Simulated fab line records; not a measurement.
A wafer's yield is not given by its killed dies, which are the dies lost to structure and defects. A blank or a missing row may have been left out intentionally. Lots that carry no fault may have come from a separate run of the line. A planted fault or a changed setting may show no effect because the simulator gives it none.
fab line records	flow rit_cmos
[record] lots = 6	wafers = 18	last_day = 8
route steps=202 shown PSD@144 SDANNEAL@153 NSD@158 PLDD@159 NLDD@160 M1@202
lots that met no fault: taken from a fault-free run of the same line
start_h: hours from the record's first day to the start of the lot's first wafer shown	wait_h: hours from the lot's prior step to this one	" the same as in the row above	L1.1+2: a row that stands for several wafers	- no value, or no start given	* or withheld: withheld	< > ~ a bound
route shown NAME@n: NAME is a module with steps in the file, n the number in the route of the first one	usual: average and standard deviation across the fault-free wafers	same: alike in all rows	chamber/n: place in a boat	sites: readings site by site	_std_site: the standard deviation of these	_edge_site: mean of outer sites minus mean of inner sites	radius_mm: how far each site lies from the wafer's centre	mask NAME#n: copy n	behind: tool/chamber where the wafer was last shaped	hold: reason for holding the lot/hours on hold/outcome of the hold	device: whichever transistor did not switch (one of n, p or np)	end of line: the same wafers' tests at the end of the route	a step with no rows: only its recipe	killed: dies that structure and defects cost at the first sort, which is not the same as the wafer's yield	map: the dies of a wafer, with x for killed, . for not killed, _ for no die there
set.NAME: the run value of the setting; set.NAME@STEP: its run value at that earlier step	model.NAME: the simulator's own value behind a step, which no gauge read
lots at selected steps of the route; one table per step, one row per wafer
services: the hour from which a tool's chamber was out of use, counted from the record's first day as start_h (under 0 if before that day), plus the number of hours and why
[[steps]]
[step RIT_PSD_SOFTBAKE_02]
[recipe] resist = NOVOLAK	temp_c = 90	time_s = 60
[step RIT_PSD_EXPOSE_03]
[recipe] mask_id = M10	na = 0.57	target_cd_nm = 40900	dose_mj = 250
[step RIT_PSD_PEB_04]
[recipe] resist = NOVOLAK	temp_c = withheld	time_s = withheld
[step RIT_PSD_DEVELOP_05]
[recipe] resist = NOVOLAK	develop_time_s = 50	dev_temp_c = 23
[step RIT_PSD_OVL_MEAS_06]
[usual] PSD_OVL = -1.4/1.4
lot.wafer	tool	chamber	start_h	wait_h	PSD_OVL[nm]
L907.2	overlay-01	-	65.28	-	-2.2
L907.4	"	-	"	"	-0.7
L907.5	"	-	"	"	0.0
L908.3	overlay-01	-	69.13	-	-0.5
L908.4	"	-	"	"	-0.3
L908.6	"	-	"	"	-1.7
L918.2	overlay-01	-	133.22	-	-2.2
L918.4	"	-	"	"	-2.1
L918.6	"	-	"	"	0.4
L920.1	overlay-02	-	144.09	-	0.9
L920.2	"	-	"	"	-1.3
L920.5	"	-	"	"	-2.0
L926.2	overlay-01	-	165.95	-	-0.7
L926.3	"	-	"	"	-2.5
L926.4	"	-	"	"	-2.7
L929.1	overlay-01	-	173.50	-	-1.4
L929.2	"	-	"	"	0.3
L929.5	"	-	"	"	0.9
[step RIT_PSD_HARDBAKE_07]
[recipe] resist = NOVOLAK	temp_c = 140	time_s = 60
[step RIT_PSD_IMPLANT_08]
[recipe] species = BF2	energy_kev = 27.24	dose_cm2 = 5e+15	tilt_deg = 7
[step RIT_PSD_STRIP_09]
[recipe] chemistry = O2	time_s = 180	resist = NOVOLAK	platen_temp_c = withheld	power_w = 500	pressure_mtorr = 4000	o2_flow_sccm = 4000
[usual] chamber_pressure_mTorr = 4001/3.4	drypump_motor_current_A = 6.3/0.59
lot.wafer	tool	chamber	start_h	wait_h	chamber_pressure_mTorr	drypump_motor_current_A	rf_hours_counter_h
L907.2	plasma_asher-02	1	65.61	0.1	4001	6.8	42
L907.4	"	1	"	"	3999	6.8	-
L907.5	"	0	"	"	4000	6.4	-
L908.3	plasma_asher-02	0	69.52	0.1	4000	6.5	-
L908.4	"	1	"	"	4001	6.8	-
L908.6	"	0	"	"	3997	6.5	-
L918.2	plasma_asher-04	1	133.55	0.1	3994	5.0	47
L918.4	"	1	"	"	3997	5.0	-
L918.6	"	0	"	"	3999	6.6	-
L920.1	plasma_asher-04	0	144.42	0.1	3998	6.6	48
L920.2	"	1	"	"	4002	5.0	48
L920.5	"	0	"	"	4000	6.6	-
L926.2	plasma_asher-02	1	166.28	0.1	4001	6.8	52
L926.3	"	1	"	"	4005	6.8	-
L926.4	"	0	"	"	4003	6.5	-
L929.1	plasma_asher-01	0	173.83	0.1	4004	6.8	38
L929.2	"	1	"	"	4000	5.8	38
L929.5	"	1	"	"	3993	5.7	-
[step RIT_PSD_TW_MEAS_10]
[usual] PSD_TW = 3459/20
lot.wafer	tool	chamber	start_h	wait_h	PSD_TW
L907.2	film_metro-04	-	65.80	0.1	3476
L907.4	"	-	"	"	3449
L907.5	"	-	"	"	3448
L908.3	film_metro-04	-	69.65	0.1	3461
L908.4	"	-	"	"	3463
L908.6	"	-	"	"	3444
L918.2	film_metro-04	-	133.74	0.1	3471
L918.4	"	-	"	"	3466
L918.6	"	-	"	"	3489
L920.1	film_metro-02	-	144.60	0.1	3442
L920.2	"	-	"	"	3428
L920.5	"	-	"	"	3459
L926.2	film_metro-02	-	166.47	0.1	3420
L926.3	"	-	"	"	3432
L926.4	"	-	"	"	3436
L929.1	film_metro-01	-	174.01	0.1	3461
L929.2	"	-	"	"	3466
L929.5	"	-	"	"	3456
[step RIT_SDANNEAL_CLEAN_00]
[recipe] chemistry = SC1	mix = 3:3:50	time_s = 600	temp_c = 75
[step RIT_SDANNEAL_CLEAN_01]
[recipe] chemistry = dHF	dilution = 50:1	time_s = 30
[step RIT_SDANNEAL_CLEAN_02]
[recipe] chemistry = SC2	mix = 3:3:50	time_s = 600	temp_c = 75	dry = n2_spin
[step RIT_SDANNEAL_RTA_03]
[recipe] temp_c = 1050	time_s = 5	idle_temp_c = 600	ramp_up_c_per_s = 342	ramp_down_c_per_s = 171	cool_to_c = 600	ambient = N2
[usual] ramp_down_c_per_s = 171.00/0.031	wafer_temp_C_max = 1053.5/1.1
lot.wafer	tool	chamber	start_h	wait_h	ramp_down_c_per_s	wafer_temp_C_max
L907.2	rtp_anneal-01	0	66.24	0.0	170.97	1052.7
L907.4	"	0	"	"	170.96	1054.0
L907.5	"	0	"	"	170.95	1051.9
L908.3	rtp_anneal-02	0	70.10	0.0	171.01	1054.3
L908.4	"	0	"	"	170.96	1054.3
L908.6	"	0	"	"	171.01	1053.7
L918.2	rtp_anneal-02	0	134.16	0.0	171.03	1012.7
L918.4	"	0	"	"	170.99	1012.3
L918.6	"	0	"	"	171.02	1015.0
L920.1	rtp_anneal-02	0	145.02	0.0	171.01	1012.8
L920.2	"	0	"	"	171.02	1012.9
L920.5	"	0	"	"	170.98	1015.8
L926.2	rtp_anneal-01	0	167.24	0.0	171.03	1054.5
L926.3	"	0	"	"	171.02	1054.8
L926.4	"	0	"	"	170.98	1053.2
L929.1	rtp_anneal-01	0	174.47	0.0	171.00	1053.4
L929.2	"	0	"	"	171.01	1053.5
L929.5	"	0	"	"	170.96	1053.5
[step RIT_SDANNEAL_RS_MEAS_04]
[recipe] thk_meas_gauge = four-point-probe
[usual] PSD_RS = 115.44/0.29
lot.wafer	tool	chamber	start_h	wait_h	PSD_RS[ohm/sq]
L907.2	film_metro-02	-	66.31	0.1	115.64
L907.4	"	-	"	"	115.44
L907.5	"	-	"	"	115.59
L908.3	film_metro-04	-	70.17	0.1	115.58
L908.4	"	-	"	"	115.78
L908.6	"	-	"	"	115.57
L918.2	film_metro-02	-	134.23	0.1	144.26
L918.4	"	-	"	"	144.13
L918.6	"	-	"	"	143.96
L920.1	film_metro-02	-	145.08	0.0	144.20
L920.2	"	-	"	"	143.88
L920.5	"	-	"	"	144.36
L926.2	film_metro-02	-	167.31	0.1	115.66
L926.3	"	-	"	"	115.86
L926.4	"	-	"	"	115.68
L929.1	film_metro-01	-	174.52	0.0	115.57
L929.2	"	-	"	"	116.28
L929.5	"	-	"	"	116.13
[step RIT_SDANNEAL_RS_MEAS_05]
[recipe] thk_meas_gauge = four-point-probe
[usual] NSD_RS = 84.5/0.3
lot.wafer	tool	chamber	start_h	wait_h	NSD_RS[ohm/sq]
L907.2	film_metro-02	-	66.43	0.1	84.9
L907.4	"	-	"	"	84.8
L907.5	"	-	"	"	84.9
L908.3	film_metro-04	-	70.29	0.1	84.5
L908.4	"	-	"	"	84.8
L908.6	"	-	"	"	84.3
L918.2	film_metro-02	-	134.35	0.1	85.6
L918.4	"	-	"	"	85.2
L918.6	"	-	"	"	85.6
L920.1	film_metro-02	-	145.20	0.1	86.1
L920.2	"	-	"	"	85.8
L920.5	"	-	"	"	85.6
L926.2	film_metro-02	-	167.43	0.1	84.5
L926.3	"	-	"	"	84.4
L926.4	"	-	"	"	84.4
L929.1	film_metro-01	-	174.64	0.1	84.5
L929.2	"	-	"	"	84.8
L929.5	"	-	"	"	84.6
[step RIT_SDANNEAL_RS_MEAS_06]
[recipe] thk_meas_gauge = four-point-probe
[usual] PLDD_RS = 179.6/0.48
lot.wafer	tool	chamber	start_h	wait_h	PLDD_RS[ohm/sq]
L907.2	film_metro-02	-	66.55	0.1	179.5
L907.4	"	-	"	"	180.0
L907.5	"	-	"	"	179.5
L908.3	film_metro-04	-	70.41	0.1	180.1
L908.4	"	-	"	"	180.3
L908.6	"	-	"	"	179.8
L918.2	film_metro-02	-	134.47	0.1	216.9
L918.4	"	-	"	"	216.2
L918.6	"	-	"	"	216.5
L920.1	film_metro-02	-	145.32	0.1	217.0
L920.2	"	-	"	"	216.6
L920.5	"	-	"	"	216.8
L926.2	film_metro-02	-	167.55	0.1	179.9
L926.3	"	-	"	"	180.0
L926.4	"	-	"	"	180.3
L929.1	film_metro-01	-	174.76	0.1	179.7
L929.2	"	-	"	"	180.2
L929.5	"	-	"	"	180.4
[step RIT_SDANNEAL_RS_MEAS_07]
[recipe] thk_meas_gauge = four-point-probe
[usual] NLDD_RS = 150.4/0.52
lot.wafer	tool	chamber	start_h	wait_h	NLDD_RS[ohm/sq]
L907.2	film_metro-02	-	66.67	0.1	151.5
L907.4	"	-	"	"	151.4
L907.5	"	-	"	"	150.6
L908.3	film_metro-04	-	70.53	0.1	149.8
L908.4	"	-	"	"	149.9
L908.6	"	-	"	"	150.2
L918.2	film_metro-02	-	134.59	0.1	151.4
L918.4	"	-	"	"	151.0
L918.6	"	-	"	"	151.1
L920.1	film_metro-02	-	145.44	0.1	151.5
L920.2	"	-	"	"	151.2
L920.5	"	-	"	"	151.2
L926.2	film_metro-02	-	167.67	0.1	150.8
L926.3	"	-	"	"	150.9
L926.4	"	-	"	"	151.0
L929.1	film_metro-01	-	174.88	0.1	151.3
L929.2	"	-	"	"	150.8
L929.5	"	-	"	"	151.4
[step RIT_M1_PROBE_99]
[usual] killed_at_contacts = 0.1/0.28	killed_at_front_end = 7.1/2.8	killed_dies = 7.1/2.9	killed_open = 3.4/2	killed_short = 3.6/2.1
[same] gross_dies = 264	killed_at_M0_to_M3 = 0	killed_at_M4_up = 0	killed_at_back_side = 0	killed_at_other = 0
lot.wafer	tool	chamber	start_h	wait_h	killed_at_contacts	killed_at_front_end	killed_dies	killed_open	killed_short	model.etest.pmos_turned.r_on_ohm_um	model.etest.pmos_0p3.r_on_ohm_um	model.etest.pmos_0p15.r_on_ohm_um	model.etest.pldd.rs_ohm_sq	model.etest.nmos_0p3.r_on_ohm_um	model.etest.pmos_turned.drive_ua_um	model.etest.pmos_0p15.drive_ua_um	model.etest.nmos_turned.drive_ua_um
L907.2	prober-01	-	73.84	0.1	0	8	8	2	6	3557	6030	2815	581.9	2058	184.9	257.7	340.7
L907.4	prober-01	-	73.94	0.2	0	7	7	4	3	3518	6022	2786	580.8	2017	187.3	263.6	345.9
L907.5	prober-01	-	73.99	0.2	0	7	7	5	2	3504	6019	2760	577.5	2027	188.8	263.2	348.2
L908.3	prober-02	-	77.70	0.2	1	11	12	4	8	3438	6134	2761	511.8	2075	195.8	263.7	345.7
L908.4	prober-02	-	77.75	0.2	0	9	9	3	6	3500	6192	2817	533.8	2117	188.4	254.5	343.1
L908.6	prober-02	-	77.85	0.2	0	10	10	6	4	3472	6183	2814	511.7	2105	194.1	255.9	342.3
L918.2	prober-02	-	141.69	0.1	0	5	5	4	1	4258	6665	3231	599.5	2110	138.8	222.7	322.8
L918.4	prober-02	-	141.79	0.2	2	9	11	4	7	4241	6648	3197	625.8	2091	137.8	227.4	318.8
L918.6	prober-02	-	141.89	0.2	0	4	4	1	3	4354	6697	3257	607.7	2113	139.1	219.2	320.7
L920.1	prober-02	-	152.77	0.1	0	7	7	3	3	4180	6684	3172	560.9	2130	139.3	227	307.8
L920.2	prober-02	-	152.82	0.1	0	10	10	3	5	4212	6646	3133	569.6	2166	140.4	231.3	310.4
L920.5	prober-02	-	152.97	0.2	0	8	8	1	7	4092	6619	3057	554.5	2120	142.5	232	315.4
L926.2	prober-01	-	175.05	0.1	0	1	1	1	0	3469	6174	2795	535.6	2098	187.4	257.5	333.4
L926.3	prober-01	-	175.10	0.2	0	3	3	2	1	3395	5954	2682	527.3	2052	195	270.5	336.6
L926.4	prober-01	-	175.15	0.2	0	7	7	3	4	3544	6044	2811	560.6	2047	183	255.3	326.2
L929.1	prober-01	-	182.51	0.1	0	6	6	2	4	3320	6038	2611	521.1	2060	196.7	271.8	342.9
L929.2	prober-01	-	182.56	0.1	0	4	4	1	3	3422	6085	2694	544.6	2080	188.9	268	332.1
L929.5	prober-01	-	182.71	0.2	0	10	10	2	8	3259	5863	2557	521	2039	202.8	281.4	353.3
// killed by level:class
L907.2 GATE:geometric_particle:short=4 SILICIDE:geometric_particle:short=2 REOX:geometric_particle:open=1 SPACER:geometric_particle:open=1
L907.4 GATE:geometric_particle:open=2 GATE:geometric_particle:short=2 FOX1:geometric_particle:open=1 FOX2:geometric_particle:open=1 SILICIDE:geometric_particle:short=1
L907.5 FOX1:geometric_particle:open=1 FOX2:geometric_particle:short=1 FOX2:geometric_particle:open=1 SILICIDE:geometric_particle:short=1 GATE:geometric_particle:open=1 SPACER:geometric_particle:open=1 SILICIDE:geometric_particle:open=1
L908.3 REOX:geometric_particle:short=2 SPACER:geometric_particle:open=2 SPACER:geometric_particle:short=2 FOX1:geometric_particle:short=1 FOX2:geometric_particle:short=1 GATE:geometric_particle:short=1 SILICIDE:geometric_particle:open=1 SILICIDE:geometric_particle:short=1
L908.4 GATE:geometric_particle:open=3 GATE:geometric_particle:short=2 SPACER:geometric_particle:short=2 REOX:geometric_particle:short=1 SILICIDE:geometric_particle:short=1
L908.6 GATE:geometric_particle:open=2 SPACER:geometric_particle:open=2 FOX1:geometric_particle:open=1 FOX1:geometric_particle:short=1 FOX2:geometric_particle:short=1 SPACER:geometric_particle:short=1 SILICIDE:geometric_particle:open=1 SILICIDE:geometric_particle:short=1
L918.2 FOX1:geometric_particle:open=4 GATE:geometric_particle:short=1
L918.4 FOX1:geometric_particle:short=3 SPACER:geometric_particle:open=2 FOX1:geometric_particle:open=1 GATE:geometric_particle:short=1 REOX:geometric_particle:short=1 SPACER:geometric_particle:short=1 CONTACT:geometric_particle:open=1 CONTACT:geometric_particle:short=1
L918.6 FOX1:geometric_particle:short=3 REOX:geometric_particle:open=1
L920.1 REOX:geometric_particle:short=2 FOX2:geometric_particle:open=1 GATE:geometric_particle:short=1 GATE:geometric_particle:open=1 REOX:geometric_particle:open=1 PRETRO:coat_microbubble_printed=1
L920.2 GATE:geometric_particle:open=3 GATE:geometric_particle:short=3 SPACER:geometric_particle:short=2 PRETRO:coat_microbubble_printed=2
L920.5 GATE:geometric_particle:short=5 FOX2:geometric_particle:short=1 GATE:geometric_particle:open=1 SPACER:geometric_particle:short=1
L926.2 FOX1:geometric_particle:open=1
L926.3 GATE:geometric_particle:open=2 SILICIDE:geometric_particle:short=1
L926.4 GATE:geometric_particle:open=3 GATE:geometric_particle:short=2 SPACER:geometric_particle:short=1 SILICIDE:geometric_particle:short=1
L929.1 GATE:geometric_particle:short=3 FOX1:geometric_particle:open=1 SPACER:geometric_particle:short=1 SILICIDE:geometric_particle:open=1
L929.2 FOX2:geometric_particle:short=1 GATE:geometric_particle:short=1 REOX:geometric_particle:short=1 SPACER:geometric_particle:open=1
L929.5 GATE:geometric_particle:short=5 FOX1:geometric_particle:short=1 FOX2:geometric_particle:short=1 REOX:geometric_particle:short=1 REOX:geometric_particle:open=1 SPACER:geometric_particle:open=1
[[services]]
tool	chamber	start_h	hours	kind
plasma_asher-04	-	125.04	1.7	repair
plasma_asher-02	-	126.86	2.8	pm
plasma_asher-01	-	132.82	4.3	pm
[[key]]
[first_sign] step = RIT_SDANNEAL_RTA_03	reading = wafer_temp_C_max	direction = down	sigmas = 37	usual = *	struck = *
[effect] step = RIT_SDANNEAL_RS_MEAS_04	reading = PSD_RS	direction = up	sigmas = 99	usual = 115.44	struck = 144.13
[effect] step = RIT_SDANNEAL_RS_MEAS_05	reading = NSD_RS	direction = up	sigmas = 3.7	usual = 84.5	struck = 85.7
[effect] step = RIT_SDANNEAL_RS_MEAS_06	reading = PLDD_RS	direction = up	sigmas = 77	usual = 179.6	struck = 216.7
[effect] step = RIT_SDANNEAL_RS_MEAS_07	reading = NLDD_RS	direction = up	sigmas = 1.6	usual = 150.4	struck = 151.2
[model_effect] step = RIT_M1_PROBE_99	value = etest.pmos_turned.r_on_ohm_um	without = 3234	struck = 4223
met_at RIT_SDANNEAL_RTA_03
struck_wafers L918.2,L918.4,L918.6,L920.1,L920.2,L920.5
tester_left_out L918,L920
onset_between 70.10 134.16
[fault] kind = process_parameter_drift	tool = rtp_anneal-02	chamber = -	onset_h = 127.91	steps = RIT_SDANNEAL_RTA_03	channel = temp_c	offset = *	shape = step	end_h = 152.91	acts_in = *	stated = *
// tester_left_out: of these lots the tester's yield and bins aren't shown, on N5 and GAA mostly nor the transistor test; their killed dies are dies lost to structure and defects alone, not to doping, threshold or leakage, so they don't give the yield
